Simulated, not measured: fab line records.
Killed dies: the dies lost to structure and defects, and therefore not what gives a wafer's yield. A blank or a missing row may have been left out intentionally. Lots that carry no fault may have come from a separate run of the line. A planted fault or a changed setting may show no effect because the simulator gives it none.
fab line records + flow rit_cmos
record
- lots=14
- wafers=42
- last_day=7
route steps=202 shown PRETRO@70 GATE@93 PLDD@122 PSD@157 M1@202
lots that met no fault: taken from a fault-free run of the same line
start_h: hours from the record's opening day to when the first of the lot's shown wafers began + wait_h: hours elapsed since this lot's preceding step + " as in the row above + L1.1+2: several wafers, shown together as one row + - value missing, or start not given + * or withheld: withheld + < > ~ a bound
route shown NAME@n: names a module that has steps shown in the file, with the first one's number in the route + usual: mean and standard deviation over wafers with no fault + same: alike in all rows + chamber/n: place in a boat + sites: readings site by site + _std_site: standard deviation across them + _edge_site: outer sites' mean less inner sites' + radius_mm: for every site, how far away it sits from the centre of the wafer + mask NAME#n: copy n + behind: tool/chamber where the wafer was last shaped + hold: reason for holding the lot/hours on hold/outcome of the hold + device: whichever transistor did not switch (one of n, p or np) + end of line: tests run on the same wafers once the route is complete + step lacking rows: just its recipe + killed: dies that structure and defects cost at the first sort, which is not the same as the wafer's yield + map: shows each die of a wafer: x if killed, . if not, _ if none is there
set.NAME: setting as actually run; set.NAME@STEP: the setting as run at that earlier step + model.NAME: the simulator's own value behind a step, which no gauge read
one table for each step of the route and one row for each wafer, over a sample of lots
services: from which hour (start_h, from the record's first day; less than 0 if before it) a tool's chamber was out of use, for how many hours, and why
## steps
# step RIT_PRETRO_OVL_MEAS_06
# usual
- PRETRO_OVL=1.0/1.1
| lot.wafer | tool       | chamber | start_h | wait_h | PRETRO_OVL[nm] |
|-----------|------------|---------|---------|--------|----------------|
| L410.1    | overlay-02 | -       | 42.05   | -      | 1.8            |
| L410.2    | "          | -       | "       | "      | 0.4            |
| L410.5    | "          | -       | "       | "      | 1.3            |
| L411.1    | overlay-01 | -       | 46.97   | -      | 0.4            |
| L411.2    | "          | -       | "       | "      | 1.6            |
| L411.6    | "          | -       | "       | "      | 0.9            |
| L413.1    | overlay-01 | -       | 56.94   | -      | 2.9            |
| L413.3    | "          | -       | "       | "      | 2.0            |
| L413.4    | "          | -       | "       | "      | 1.4            |
| L414.1    | overlay-01 | -       | 60.50   | -      | 0.7            |
| L414.2    | "          | -       | "       | "      | 0.9            |
| L414.6    | "          | -       | "       | "      | 0.8            |
| L415.1    | overlay-01 | -       | 66.89   | -      | 1.0            |
| L415.3    | "          | -       | "       | "      | 0.2            |
| L415.4    | "          | -       | "       | "      | 0.4            |
| L417.1    | overlay-01 | -       | 76.76   | -      | 1.2            |
| L417.4    | "          | -       | "       | "      | 2.2            |
| L417.5    | "          | -       | "       | "      | 1.5            |
| L419.1    | overlay-01 | -       | 85.67   | -      | 0.9            |
| L419.4    | "          | -       | "       | "      | 0.0            |
| L419.5    | "          | -       | "       | "      | -1.4           |
| L421.2    | overlay-01 | -       | 95.67   | -      | 3.3            |
| L421.4    | "          | -       | "       | "      | 3.0            |
| L421.5    | "          | -       | "       | "      | 1.7            |
| L422.2    | overlay-01 | -       | 100.97  | -      | 1.2            |
| L422.3    | "          | -       | "       | "      | 1.5            |
| L422.6    | "          | -       | "       | "      | 0.2            |
| L423.1    | overlay-01 | -       | 106.12  | -      | 1.4            |
| L423.4    | "          | -       | "       | "      | 2.3            |
| L423.6    | "          | -       | "       | "      | 1.4            |
| L424.2    | overlay-02 | -       | 111.20  | -      | 0.9            |
| L424.3    | "          | -       | "       | "      | 0.8            |
| L424.4    | "          | -       | "       | "      | 2.0            |
| L425.2    | overlay-01 | -       | 116.28  | -      | -0.1           |
| L425.3    | "          | -       | "       | "      | 0.6            |
| L425.6    | "          | -       | "       | "      | 1.4            |
| L427.1    | overlay-02 | -       | 126.44  | -      | -0.2           |
| L427.2    | "          | -       | "       | "      | -1.2           |
| L427.6    | "          | -       | "       | "      | -0.7           |
| L428.1    | overlay-01 | -       | 130.20  | -      | 1.3            |
| L428.4    | "          | -       | "       | "      | 0.6            |
| L428.6    | "          | -       | "       | "      | 1.9            |
# step RIT_GATE_OVL_MEAS_17
# usual
- GATE_OVL=0.5/1.4
| lot.wafer | tool       | chamber | start_h | wait_h | GATE_OVL[nm] |
|-----------|------------|---------|---------|--------|--------------|
| L410.1    | overlay-01 | -       | 48.21   | 0.1    | 0.2          |
| L410.2    | "          | -       | "       | "      | -1.0         |
| L410.5    | "          | -       | "       | "      | -0.6         |
| L411.1    | overlay-02 | -       | 52.23   | 0.1    | 2.2          |
| L411.2    | "          | -       | "       | "      | 3.5          |
| L411.6    | "          | -       | "       | "      | 1.6          |
| L413.1    | overlay-01 | -       | 62.26   | 0.1    | -0.1         |
| L413.3    | "          | -       | "       | "      | -0.2         |
| L413.4    | "          | -       | "       | "      | 1.1          |
| L414.1    | overlay-02 | -       | 66.08   | 0.1    | 2.9          |
| L414.2    | "          | -       | "       | "      | 3.4          |
| L414.6    | "          | -       | "       | "      | 2.0          |
| L415.1    | overlay-02 | -       | 72.37   | 0.1    | -0.5         |
| L415.3    | "          | -       | "       | "      | 0.0          |
| L415.4    | "          | -       | "       | "      | -0.6         |
| L417.1    | overlay-02 | -       | 82.82   | 0.1    | 1.8          |
| L417.4    | "          | -       | "       | "      | 1.4          |
| L417.5    | "          | -       | "       | "      | 1.4          |
| L419.1    | overlay-02 | -       | 91.21   | 0.1    | 2.0          |
| L419.4    | "          | -       | "       | "      | 0.1          |
| L419.5    | "          | -       | "       | "      | 2.7          |
| L421.2    | overlay-02 | -       | 101.21  | 0.1    | -0.6         |
| L421.4    | "          | -       | "       | "      | 0.4          |
| L421.5    | "          | -       | "       | "      | 1.6          |
| L422.2    | overlay-01 | -       | 107.41  | 0.1    | 2.5          |
| L422.3    | "          | -       | "       | "      | 0.3          |
| L422.6    | "          | -       | "       | "      | 2.4          |
| L423.1    | overlay-01 | -       | 111.30  | 0.1    | -0.2         |
| L423.4    | "          | -       | "       | "      | 0.4          |
| L423.6    | "          | -       | "       | "      | 0.7          |
| L424.2    | overlay-02 | -       | 116.69  | 0.1    | 3.0          |
| L424.3    | "          | -       | "       | "      | 2.1          |
| L424.4    | "          | -       | "       | "      | 1.9          |
| L425.2    | overlay-01 | -       | 121.71  | 0.1    | -0.1         |
| L425.3    | "          | -       | "       | "      | -1.6         |
| L425.6    | "          | -       | "       | "      | -0.8         |
| L427.1    | overlay-02 | -       | 131.68  | 0.1    | 0.7          |
| L427.2    | "          | -       | "       | "      | 1.8          |
| L427.6    | "          | -       | "       | "      | 1.0          |
| L428.1    | overlay-02 | -       | 138.86  | 0.1    | -0.3         |
| L428.4    | "          | -       | "       | "      | -1.0         |
| L428.6    | "          | -       | "       | "      | -0.1         |
# step RIT_PLDD_IMPLANT_08
# recipe
- species=BF2
- energy_kev=20
- dose_cm2=9e+14
- tilt_deg=7
# usual
- dose_ions_cm2=9.002e+14/9.2e+11
- end_station_pressure_torr=7.2e-06/3.6e-07
- faraday_current_uA=2820/59
| lot.wafer | tool         | chamber | start_h | wait_h | dose_ions_cm2 | end_station_pressure_torr | faraday_current_uA |
|-----------|--------------|---------|---------|--------|---------------|---------------------------|--------------------|
| L410.1    | implanter-03 | 0       | 54.67   | 0.1    | 9.001e+14     | 7.2e-06                   | 2873               |
| L410.2    | "            | 0       | "       | "      | 8.985e+14     | 7.5e-06                   | 2701               |
| L410.5    | "            | 0       | "       | "      | 9.001e+14     | 7.2e-06                   | 2895               |
| L411.1    | implanter-03 | 0       | 58.65   | 0.1    | 8.998e+14     | 7.5e-06                   | 2807               |
| L411.2    | "            | 0       | "       | "      | 8.996e+14     | 6.9e-06                   | 2868               |
| L411.6    | "            | 0       | "       | "      | 9.016e+14     | 7.3e-06                   | 2799               |
| L413.1    | implanter-03 | 0       | 68.57   | 0.1    | 9.002e+14     | 7.8e-06                   | 2825               |
| L413.3    | "            | 0       | "       | "      | 8.99e+14      | 7.6e-06                   | 2752               |
| L413.4    | "            | 0       | "       | "      | 9.004e+14     | 6.5e-06                   | 2774               |
| L414.1    | implanter-03 | 0       | 72.27   | 0.1    | 9.013e+14     | 6.4e-06                   | 2918               |
| L414.2    | "            | 0       | "       | "      | 9.008e+14     | 7.2e-06                   | 2858               |
| L414.6    | "            | 0       | "       | "      | 8.997e+14     | 7e-06                     | 2772               |
| L415.1    | implanter-02 | 0       | 78.72   | 0.1    | 8.996e+14     | 7e-06                     | 2819               |
| L415.3    | "            | 0       | "       | "      | 9e+14         | 8.2e-06                   | 2880               |
| L415.4    | "            | 0       | "       | "      | 9.009e+14     | 7.2e-06                   | 2858               |
| L417.1    | implanter-03 | 0       | 88.97   | 0.1    | 8.983e+14     | 6.8e-06                   | 2763               |
| L417.4    | "            | 0       | "       | "      | 8.999e+14     | 7.1e-06                   | 2860               |
| L417.5    | "            | 0       | "       | "      | 8.995e+14     | 7e-06                     | 2716               |
| L419.1    | implanter-03 | 0       | 97.36   | 0.1    | 9.007e+14     | 7.3e-06                   | 2801               |
| L419.4    | "            | 0       | "       | "      | 9.011e+14     | 7.4e-06                   | 2868               |
| L419.5    | "            | 0       | "       | "      | 9.012e+14     | 8e-06                     | 2754               |
| L421.2    | implanter-01 | 0       | 107.38  | 0.1    | 8.996e+14     | 7.5e-06                   | 2794               |
| L421.4    | "            | 0       | "       | "      | 8.989e+14     | 7.2e-06                   | 2746               |
| L421.5    | "            | 0       | "       | "      | 8.989e+14     | 7.2e-06                   | 2833               |
| L422.2    | implanter-03 | 0       | 113.74  | 0.1    | 4.14e+14      | 5.7e-06                   | 1277               |
| L422.3    | "            | 0       | "       | "      | 4.131e+14     | 5.2e-06                   | 1337               |
| L422.6    | "            | 0       | "       | "      | 4.144e+14     | 5.9e-06                   | 1273               |
| L423.1    | implanter-03 | 0       | 117.61  | 0.1    | 4.146e+14     | 5.7e-06                   | 1303               |
| L423.4    | "            | 0       | "       | "      | 4.154e+14     | 6e-06                     | 1319               |
| L423.6    | "            | 0       | "       | "      | 4.142e+14     | 6.1e-06                   | 1312               |
| L424.2    | implanter-02 | 0       | 123.01  | 0.1    | 9.004e+14     | 8e-06                     | 2799               |
| L424.3    | "            | 0       | "       | "      | 9.001e+14     | 7.4e-06                   | 2879               |
| L424.4    | "            | 0       | "       | "      | 9.002e+14     | 7.4e-06                   | 2855               |
| L425.2    | implanter-01 | 0       | 128.54  | 0.1    | 9e+14         | 7.7e-06                   | 2829               |
| L425.3    | "            | 0       | "       | "      | 9.006e+14     | 7.9e-06                   | 2755               |
| L425.6    | "            | 0       | "       | "      | 9.009e+14     | 7.6e-06                   | 2860               |
| L427.1    | implanter-01 | 0       | 138.43  | 0.1    | 8.999e+14     | 7.3e-06                   | 2824               |
| L427.2    | "            | 0       | "       | "      | 9.001e+14     | 7e-06                     | 2892               |
| L427.6    | "            | 0       | "       | "      | 8.997e+14     | 8e-06                     | 2771               |
| L428.1    | implanter-02 | 0       | 145.47  | 0.1    | 9.022e+14     | 7.3e-06                   | 2827               |
| L428.4    | "            | 0       | "       | "      | 9.008e+14     | 7.8e-06                   | 2846               |
| L428.6    | "            | 0       | "       | "      | 9.006e+14     | 7e-06                     | 2877               |
# step RIT_PLDD_TW_MEAS_10
# usual
- PLDD_TW=2330/12
| lot.wafer | tool          | chamber | start_h | wait_h | hold                     | PLDD_TW |
|-----------|---------------|---------|---------|--------|--------------------------|---------|
| L410.1    | film_metro-04 | -       | 55.00   | 0.1    | -                        | 2325    |
| L410.2    | "             | -       | "       | "      | -                        | 2336    |
| L410.5    | "             | -       | "       | "      | -                        | 2338    |
| L411.1    | film_metro-02 | -       | 58.98   | 0.1    | -                        | 2329    |
| L411.2    | "             | -       | "       | "      | -                        | 2326    |
| L411.6    | "             | -       | "       | "      | -                        | 2315    |
| L413.1    | film_metro-04 | -       | 68.90   | 0.1    | -                        | 2343    |
| L413.3    | "             | -       | "       | "      | -                        | 2333    |
| L413.4    | "             | -       | "       | "      | -                        | 2324    |
| L414.1    | film_metro-04 | -       | 72.59   | 0.1    | -                        | 2297    |
| L414.2    | "             | -       | "       | "      | -                        | 2301    |
| L414.6    | "             | -       | "       | "      | -                        | 2313    |
| L415.1    | film_metro-03 | -       | 79.04   | 0.1    | -                        | 2344    |
| L415.3    | "             | -       | "       | "      | -                        | 2341    |
| L415.4    | "             | -       | "       | "      | -                        | 2347    |
| L417.1    | film_metro-04 | -       | 89.29   | 0.1    | -                        | 2311    |
| L417.4    | "             | -       | "       | "      | -                        | 2329    |
| L417.5    | "             | -       | "       | "      | -                        | 2304    |
| L419.1    | film_metro-02 | -       | 97.68   | 0.1    | -                        | 2320    |
| L419.4    | "             | -       | "       | "      | -                        | 2320    |
| L419.5    | "             | -       | "       | "      | -                        | 2314    |
| L421.2    | film_metro-03 | -       | 107.69  | 0.1    | -                        | 2347    |
| L421.4    | "             | -       | "       | "      | -                        | 2352    |
| L421.5    | "             | -       | "       | "      | -                        | 2347    |
| L422.2    | film_metro-02 | -       | 114.05  | 0.1    | await_dispo/0.2h/release | 1879    |
| L422.3    | "             | -       | "       | "      | await_dispo/0.2h/release | 1880    |
| L422.6    | "             | -       | "       | "      | await_dispo/0.2h/release | 1894    |
| L422.2    | film_metro-02 | -       | 114.28  | 0.2    | -                        | 1899    |
| L422.3    | "             | -       | "       | "      | -                        | 1893    |
| L422.6    | "             | -       | "       | "      | -                        | 1891    |
| L423.1    | film_metro-04 | -       | 117.93  | 0.1    | await_dispo/0.2h/release | 1885    |
| L423.4    | "             | -       | "       | "      | await_dispo/0.2h/release | 1885    |
| L423.6    | "             | -       | "       | "      | await_dispo/0.2h/release | 1878    |
| L423.1    | film_metro-04 | -       | 118.16  | 0.2    | -                        | 1889    |
| L423.4    | "             | -       | "       | "      | -                        | 1873    |
| L423.6    | "             | -       | "       | "      | -                        | 1879    |
| L424.2    | film_metro-02 | -       | 123.32  | 0.1    | -                        | 2328    |
| L424.3    | "             | -       | "       | "      | -                        | 2342    |
| L424.4    | "             | -       | "       | "      | -                        | 2332    |
| L425.2    | film_metro-03 | -       | 128.85  | 0.1    | -                        | 2325    |
| L425.3    | "             | -       | "       | "      | -                        | 2335    |
| L425.6    | "             | -       | "       | "      | -                        | 2333    |
| L427.1    | film_metro-02 | -       | 138.76  | 0.1    | -                        | 2340    |
| L427.2    | "             | -       | "       | "      | -                        | 2328    |
| L427.6    | "             | -       | "       | "      | -                        | 2338    |
| L428.1    | film_metro-04 | -       | 145.79  | 0.1    | -                        | 2328    |
| L428.4    | "             | -       | "       | "      | -                        | 2322    |
| L428.6    | "             | -       | "       | "      | -                        | 2310    |
# step RIT_SDANNEAL_RS_MEAS_04
# recipe
- thk_meas_gauge=four-point-probe
# usual
- PSD_RS=115.9/0.33
| lot.wafer | tool          | chamber | start_h | wait_h | PSD_RS[ohm/sq] |
|-----------|---------------|---------|---------|--------|----------------|
| L410.1    | film_metro-03 | -       | 60.98   | 0.0    | 115.4          |
| L410.2    | "             | -       | "       | "      | 115.6          |
| L410.5    | "             | -       | "       | "      | 115.1          |
| L411.1    | film_metro-02 | -       | 65.11   | 0.1    | 116.5          |
| L411.2    | "             | -       | "       | "      | 116.5          |
| L411.6    | "             | -       | "       | "      | 116.1          |
| L413.1    | film_metro-03 | -       | 75.00   | 0.0    | 115.9          |
| L413.3    | "             | -       | "       | "      | 115.7          |
| L413.4    | "             | -       | "       | "      | 115.6          |
| L414.1    | film_metro-02 | -       | 78.64   | 0.0    | 115.7          |
| L414.2    | "             | -       | "       | "      | 115.4          |
| L414.6    | "             | -       | "       | "      | 115.4          |
| L415.1    | film_metro-03 | -       | 85.00   | 0.0    | 115.8          |
| L415.3    | "             | -       | "       | "      | 115.9          |
| L415.4    | "             | -       | "       | "      | 115.6          |
| L417.1    | film_metro-04 | -       | 95.24   | 0.0    | 115.3          |
| L417.4    | "             | -       | "       | "      | 115.1          |
| L417.5    | "             | -       | "       | "      | 115.0          |
| L419.1    | film_metro-02 | -       | 104.01  | 0.0    | 115.8          |
| L419.4    | "             | -       | "       | "      | 116.0          |
| L419.5    | "             | -       | "       | "      | 115.9          |
| L421.2    | film_metro-03 | -       | 114.07  | 0.1    | 115.9          |
| L421.4    | "             | -       | "       | "      | 116.0          |
| L421.5    | "             | -       | "       | "      | 115.7          |
| L422.2    | film_metro-02 | -       | 123.44  | 0.1    | 115.8          |
| L422.3    | "             | -       | "       | "      | 115.7          |
| L422.6    | "             | -       | "       | "      | 116.1          |
| L424.2    | film_metro-02 | -       | 129.19  | 0.1    | 116.4          |
| L424.3    | "             | -       | "       | "      | 116.5          |
| L424.4    | "             | -       | "       | "      | 116.3          |
| L425.2    | film_metro-02 | -       | 134.78  | 0.1    | 116.4          |
| L425.3    | "             | -       | "       | "      | 116.0          |
| L425.6    | "             | -       | "       | "      | 116.2          |
| L423.1    | film_metro-04 | -       | 136.08  | 0.0    | 116.0          |
| L423.4    | "             | -       | "       | "      | 115.8          |
| L423.6    | "             | -       | "       | "      | 116.0          |
| L427.1    | film_metro-04 | -       | 144.64  | 0.0    | 115.6          |
| L427.2    | "             | -       | "       | "      | 115.9          |
| L427.6    | "             | -       | "       | "      | 115.9          |
| L428.1    | film_metro-02 | -       | 151.83  | 0.0    | 115.8          |
| L428.4    | "             | -       | "       | "      | 115.7          |
| L428.6    | "             | -       | "       | "      | 116.0          |
# step RIT_SDANNEAL_RS_MEAS_06
# recipe
- thk_meas_gauge=four-point-probe
# usual
- PLDD_RS=178.8/0.47
| lot.wafer | tool          | chamber | start_h | wait_h | hold                     | PLDD_RS[ohm/sq] |
|-----------|---------------|---------|---------|--------|--------------------------|-----------------|
| L410.1    | film_metro-03 | -       | 61.22   | 0.1    | -                        | 178.6           |
| L410.2    | "             | -       | "       | "      | -                        | 178.9           |
| L410.5    | "             | -       | "       | "      | -                        | 178.7           |
| L411.1    | film_metro-02 | -       | 65.35   | 0.1    | -                        | 179.5           |
| L411.2    | "             | -       | "       | "      | -                        | 179.5           |
| L411.6    | "             | -       | "       | "      | -                        | 179.6           |
| L413.1    | film_metro-03 | -       | 75.24   | 0.1    | -                        | 178.5           |
| L413.3    | "             | -       | "       | "      | -                        | 178.3           |
| L413.4    | "             | -       | "       | "      | -                        | 178.4           |
| L414.1    | film_metro-02 | -       | 78.88   | 0.1    | -                        | 179.4           |
| L414.2    | "             | -       | "       | "      | -                        | 178.3           |
| L414.6    | "             | -       | "       | "      | -                        | 179.0           |
| L415.1    | film_metro-03 | -       | 85.24   | 0.1    | -                        | 178.6           |
| L415.3    | "             | -       | "       | "      | -                        | 178.9           |
| L415.4    | "             | -       | "       | "      | -                        | 178.5           |
| L417.1    | film_metro-04 | -       | 95.48   | 0.1    | -                        | 178.0           |
| L417.4    | "             | -       | "       | "      | -                        | 177.8           |
| L417.5    | "             | -       | "       | "      | -                        | 178.0           |
| L419.1    | film_metro-02 | -       | 104.25  | 0.1    | -                        | 178.7           |
| L419.4    | "             | -       | "       | "      | -                        | 179.5           |
| L419.5    | "             | -       | "       | "      | -                        | 179.0           |
| L421.2    | film_metro-03 | -       | 114.31  | 0.1    | -                        | 177.7           |
| L421.4    | "             | -       | "       | "      | -                        | 177.8           |
| L421.5    | "             | -       | "       | "      | -                        | 178.3           |
| L422.2    | film_metro-02 | -       | 123.70  | 0.1    | await_dispo/0.2h/release | 295.9           |
| L422.3    | "             | -       | "       | "      | await_dispo/0.2h/release | 294.8           |
| L422.6    | "             | -       | "       | "      | await_dispo/0.2h/release | 294.8           |
| L422.2    | film_metro-02 | -       | 123.99  | 0.3    | -                        | 296.3           |
| L422.3    | "             | -       | "       | "      | -                        | 294.7           |
| L422.6    | "             | -       | "       | "      | -                        | 295.2           |
| L424.2    | film_metro-02 | -       | 129.43  | 0.1    | -                        | 179.2           |
| L424.3    | "             | -       | "       | "      | -                        | 179.4           |
| L424.4    | "             | -       | "       | "      | -                        | 179.5           |
| L425.2    | film_metro-02 | -       | 135.02  | 0.1    | -                        | 179.2           |
| L425.3    | "             | -       | "       | "      | -                        | 178.8           |
| L425.6    | "             | -       | "       | "      | -                        | 179.5           |
| L423.1    | film_metro-04 | -       | 136.32  | 0.1    | await_dispo/0.2h/release | 298.8           |
| L423.4    | "             | -       | "       | "      | await_dispo/0.2h/release | 300.2           |
| L423.6    | "             | -       | "       | "      | await_dispo/0.2h/release | 298.6           |
| L423.1    | film_metro-04 | -       | 136.61  | 0.3    | -                        | 297.8           |
| L423.4    | "             | -       | "       | "      | -                        | 300.1           |
| L423.6    | "             | -       | "       | "      | -                        | 299.1           |
| L427.1    | film_metro-04 | -       | 144.88  | 0.1    | -                        | 178.6           |
| L427.2    | "             | -       | "       | "      | -                        | 178.9           |
| L427.6    | "             | -       | "       | "      | -                        | 178.3           |
| L428.1    | film_metro-02 | -       | 152.07  | 0.1    | -                        | 179.4           |
| L428.4    | "             | -       | "       | "      | -                        | 178.3           |
| L428.6    | "             | -       | "       | "      | -                        | 178.4           |
# step RIT_M1_PROBE_99
# usual
- defect_limited_yield=97.5/1.2
- killed_at_contacts=0.1/0.24
- killed_at_front_end=7/3
- killed_dies=7/3
- killed_open=3.2/1.8
- killed_short=3.5/2.1
- sort_bin_3_pad_short=0.1/0.2
- sort_bin_5_function=1.5/0.92
- sort_bin_6_memory=0.9/0.6
- sort_n_pass=257/3
- sort_yield_pct=97.5/1.2
# same
- gross_dies=264
- killed_at_M0_to_M3=0
- killed_at_M4_up=0
- killed_at_back_side=0
- killed_at_other=0
| lot.wafer | tool      | chamber | start_h | wait_h | defect_limited_yield[%] | killed_at_contacts | killed_at_front_end | killed_dies | killed_open | killed_short | sort_bin_3_pad_short[%] | sort_bin_5_function[%] | sort_bin_6_memory[%] | sort_n_pass | sort_yield_pct[%] |
|-----------|-----------|---------|---------|--------|-------------------------|--------------------|---------------------|-------------|-------------|--------------|-------------------------|------------------------|----------------------|-------------|-------------------|
| L413.1    | prober-01 | -       | 82.47   | 0.1    | 98.1                    | 0                  | 5                   | 5           | 3           | 2            | 0                       | 1.1                    | 0.8                  | 259         | 98.1              |
| L413.3    | prober-01 | -       | 82.57   | 0.2    | 97.7                    | 0                  | 6                   | 6           | 3           | 3            | 0                       | 0.4                    | 1.9                  | 258         | 97.7              |
| L413.4    | prober-01 | -       | 82.62   | 0.2    | 97.7                    | 0                  | 6                   | 6           | 1           | 5            | 0                       | 1.1                    | 1.1                  | 258         | 97.7              |
| L419.1    | prober-01 | -       | 111.73  | 0.1    | 97.7                    | 0                  | 6                   | 6           | 2           | 4            | 0                       | 1.9                    | 0.4                  | 258         | 97.7              |
| L419.4    | prober-01 | -       | 111.88  | 0.2    | 98.1                    | 0                  | 5                   | 5           | 2           | 3            | 0.4                     | 1.5                    | 0                    | 259         | 98.1              |
| L419.5    | prober-01 | -       | 111.93  | 0.2    | 98.9                    | 0                  | 3                   | 3           | 2           | 1            | 0                       | 0.8                    | 0.4                  | 261         | 98.9              |
| L424.2    | prober-02 | -       | 139.36  | 0.1    | 97.3                    | 0                  | 7                   | 7           | 3           | 4            | 0                       | 2.3                    | 0.4                  | 257         | 97.3              |
| L424.3    | prober-02 | -       | 139.41  | 0.2    | 97.3                    | 0                  | 7                   | 7           | 3           | 4            | 0                       | 2.7                    | 0                    | 257         | 97.3              |
| L424.4    | prober-02 | -       | 139.46  | 0.2    | 97.7                    | 1                  | 5                   | 6           | 1           | 5            | 0                       | 0.4                    | 1.9                  | 258         | 97.7              |
| L425.2    | prober-01 | -       | 142.28  | 0.1    | 94.3                    | 0                  | 15                  | 15          | 8           | 7            | 0                       | 4.5                    | 1.1                  | 249         | 94.3              |
| L425.3    | prober-01 | -       | 142.33  | 0.2    | 95.5                    | 0                  | 12                  | 12          | 5           | 7            | 0                       | 3.8                    | 0.8                  | 252         | 95.5              |
| L425.6    | prober-01 | -       | 142.48  | 0.2    | 97.3                    | 0                  | 7                   | 7           | 3           | 4            | 0                       | 1.9                    | 0.8                  | 257         | 97.3              |
| L427.1    | prober-01 | -       | 152.91  | 0.1    | 96.6                    | 0                  | 9                   | 9           | 5           | 4            | 0                       | 1.5                    | 1.9                  | 255         | 96.6              |
| L427.2    | prober-01 | -       | 152.96  | 0.1    | 97.7                    | 0                  | 6                   | 6           | 1           | 5            | 0.8                     | 1.1                    | 0.4                  | 258         | 97.7              |
| L427.6    | prober-01 | -       | 153.16  | 0.2    | 98.9                    | 0                  | 3                   | 3           | 1           | 2            | 0                       | 0.4                    | 0.8                  | 261         | 98.9              |
| L428.1    | prober-02 | -       | 159.47  | 0.1    | 97.3                    | 0                  | 7                   | 7           | 4           | 3            | 0                       | 1.1                    | 1.5                  | 257         | 97.3              |
| L428.4    | prober-02 | -       | 159.62  | 0.2    | 95.8                    | 0                  | 11                  | 11          | 4           | 7            | 0.4                     | 3.0                    | 0.8                  | 253         | 95.8              |
| L428.6    | prober-02 | -       | 159.72  | 0.2    | 97.3                    | 0                  | 7                   | 7           | 2           | 5            | 0.4                     | 1.5                    | 0.8                  | 257         | 97.3              |
# killed by level:class
L413.1 REOX:geometric_particle:short=2 REOX:geometric_particle:open=2 GATE:geometric_particle:open=1
L413.3 GATE:geometric_particle:open=2 FOX1:geometric_particle:open=1 FOX1:geometric_particle:short=1 GATE:geometric_particle:short=1 REOX:geometric_particle:short=1
L413.4 GATE:geometric_particle:short=2 FOX1:geometric_particle:short=1 REOX:geometric_particle:open=1 REOX:geometric_particle:short=1 SPACER:geometric_particle:short=1
L419.1 REOX:geometric_particle:open=2 FOX1:geometric_particle:short=1 FOX2:geometric_particle:short=1 GATE:geometric_particle:short=1 SILICIDE:geometric_particle:short=1
L419.4 GATE:geometric_particle:short=2 GATE:geometric_particle:open=1 SPACER:geometric_particle:open=1 SILICIDE:geometric_particle:short=1
L419.5 GATE:geometric_particle:open=1 REOX:geometric_particle:short=1 SPACER:geometric_particle:open=1
L424.2 SILICIDE:geometric_particle:short=2 FOX1:geometric_particle:open=1 FOX1:geometric_particle:short=1 GATE:geometric_particle:open=1 REOX:geometric_particle:open=1 REOX:geometric_particle:short=1
L424.3 FOX1:geometric_particle:short=2 GATE:geometric_particle:open=2 GATE:geometric_particle:short=1 SILICIDE:geometric_particle:short=1 SILICIDE:geometric_particle:open=1
L424.4 SILICIDE:geometric_particle:short=2 ACTIVE:geometric_particle:short=1 GATE:geometric_particle:short=1 SILICIDE:geometric_particle:open=1 CONTACT:geometric_particle:short=1
L425.2 FOX1:geometric_particle:open=3 REOX:geometric_particle:short=3 FOX1:geometric_particle:short=2 REOX:geometric_particle:open=2 SPACER:geometric_particle:open=2 GATE:geometric_particle:short=1 SPACER:geometric_particle:short=1 SILICIDE:geometric_particle:open=1
L425.3 FOX1:geometric_particle:short=3 FOX1:geometric_particle:open=3 REOX:geometric_particle:short=2 GATE:geometric_particle:short=1 REOX:geometric_particle:open=1 SPACER:geometric_particle:short=1 SILICIDE:geometric_particle:open=1
L425.6 GATE:geometric_particle:open=2 REOX:geometric_particle:short=2 FOX1:geometric_particle:short=1 FOX1:geometric_particle:open=1 GATE:geometric_particle:short=1
L427.1 FOX2:geometric_particle:open=3 SPACER:geometric_particle:open=2 FOX1:geometric_particle:short=1 GATE:geometric_particle:short=1 REOX:geometric_particle:short=1 SPACER:geometric_particle:short=1
L427.2 GATE:geometric_particle:short=2 FOX1:geometric_particle:short=1 GATE:geometric_particle:open=1 REOX:geometric_particle:short=1 SILICIDE:geometric_particle:short=1
L427.6 FOX1:geometric_particle:open=1 FOX2:geometric_particle:short=1 REOX:geometric_particle:short=1
L428.1 GATE:geometric_particle:short=3 GATE:geometric_particle:open=2 SILICIDE:geometric_particle:open=2
L428.4 FOX1:geometric_particle:short=2 SILICIDE:geometric_particle:short=2 FOX1:geometric_particle:open=1 FOX2:geometric_particle:short=1 GATE:geometric_particle:short=1 GATE:geometric_particle:open=1 REOX:geometric_particle:open=1 REOX:geometric_particle:short=1
L428.6 FOX1:geometric_particle:open=1 FOX2:geometric_particle:short=1 GATE:geometric_particle:short=1 REOX:geometric_particle:short=1 SPACER:geometric_particle:short=1 SILICIDE:geometric_particle:short=1 SILICIDE:geometric_particle:open=1
## services
| tool         | chamber | start_h | hours | kind   |
|--------------|---------|---------|-------|--------|
| implanter-02 | -       | 31.30   | 2.7   | repair |
| implanter-01 | -       | 44.91   | 1.5   | repair |
| implanter-01 | -       | 78.50   | 6.1   | repair |
| implanter-03 | -       | 82.41   | 4.7   | pm     |
| implanter-01 | -       | 97.13   | 8.4   | repair |
| implanter-02 | -       | 108.31  | 6.9   | repair |
| implanter-03 | -       | 129.79  | 1.3   | repair |
| implanter-02 | -       | 136.48  | 7.4   | pm     |
## key
first_sign
- step=RIT_PLDD_IMPLANT_08
- reading=dose_ions_cm2
- direction=down
- sigmas=99+
- usual=9.002e+14
- struck=4.143e+14
effect
- step=RIT_PLDD_IMPLANT_08
- reading=faraday_current_uA
- direction=down
- sigmas=26
- usual=2820
- struck=1303
effect
- step=RIT_PLDD_TW_MEAS_10
- reading=visit
- direction=added
effect
- step=RIT_PLDD_TW_MEAS_10
- reading=PLDD_TW
- direction=down
- sigmas=37
- usual=2330
- struck=1883
effect
- step=RIT_SDANNEAL_RS_MEAS_06
- reading=PLDD_RS
- direction=up
- sigmas=99+
- usual=178.8
- struck=297.2
met_at RIT_PLDD_IMPLANT_08
struck_lots L422,L423
scrapped_behind RIT_SDANNEAL_RS_MEAS_06 L422.2,L422.3,L422.6,L423.1,L423.4,L423.6
not_acting_at RIT_PRETRO_OVL_MEAS_06,RIT_GATE_OVL_MEAS_17,RIT_SDANNEAL_RS_MEAS_04
onset_between 97.36 113.74
fault
- kind=process_parameter_drift
- tool=implanter-03
- chamber=-
- onset_h=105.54
- steps=RIT_PLDD_IMPLANT_08
- channel=dose_cm2
- offset=-4.8612e+14
- shape=step
- end_h=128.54
- acts_in=these_recipes_only
- stated=9e+14
